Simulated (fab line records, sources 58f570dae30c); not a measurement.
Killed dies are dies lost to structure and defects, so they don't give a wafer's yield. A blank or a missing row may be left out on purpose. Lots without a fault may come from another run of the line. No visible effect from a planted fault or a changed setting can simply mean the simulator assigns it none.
Chamber matching	flow berkeleyCmos170	UCB170_CONTACT_ETCH_17 on rieDiel-03: 4 sister chambers
The step etches BARC in N2/H2. 4 wafers are shown with their chamber, then 7 later ones without.

## EACH WAFER AND ITS CHAMBER
wafer	chamber	throttleValvePct (%)
L831.1	1	13.41
L831.3	3	13.43
L830.2	2	13.42
L830.4	0	13.21

## WAFERS WITHOUT THEIR CHAMBER
wafer	throttleValvePct (%)
L830.5	13.42
L833.3	13.43
L833.5	13.19
L833.6	13.43
L835.2	13.21
L835.4	13.40
L835.5	13.43

## THE CHAMBER EACH PASSED THROUGH
wafer	from the rows above	in truth
L830.5	can't be placed: 2 or 1 or 3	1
L833.3	can't be placed: 3 or 2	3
L833.5	0	0
L833.6	can't be placed: 3 or 2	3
L835.2	0	0
L835.4	can't be placed: 1 or 2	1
L835.5	can't be placed: 3 or 2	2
Correct placement for 2 of the 7. From these rows, 5 cannot be placed; in 5 the true chamber is one of the candidates. Placed wrongly: 0.
How it was worked out, from the rows above alone: a wafer's distance from a chamber is the root of the sum, over the readings, of the square of ((its reading less the chamber's mean) divided by the reading's scatter). If the next closest chamber is less than 2 further off than the closest, the wafer can't be placed; otherwise it belongs to the closest. A chamber's mean is the mean of its shown wafers. The scatter: with one shown wafer a chamber, the root of the mean of the squares of how far each hidden wafer lies from its nearest shown one.
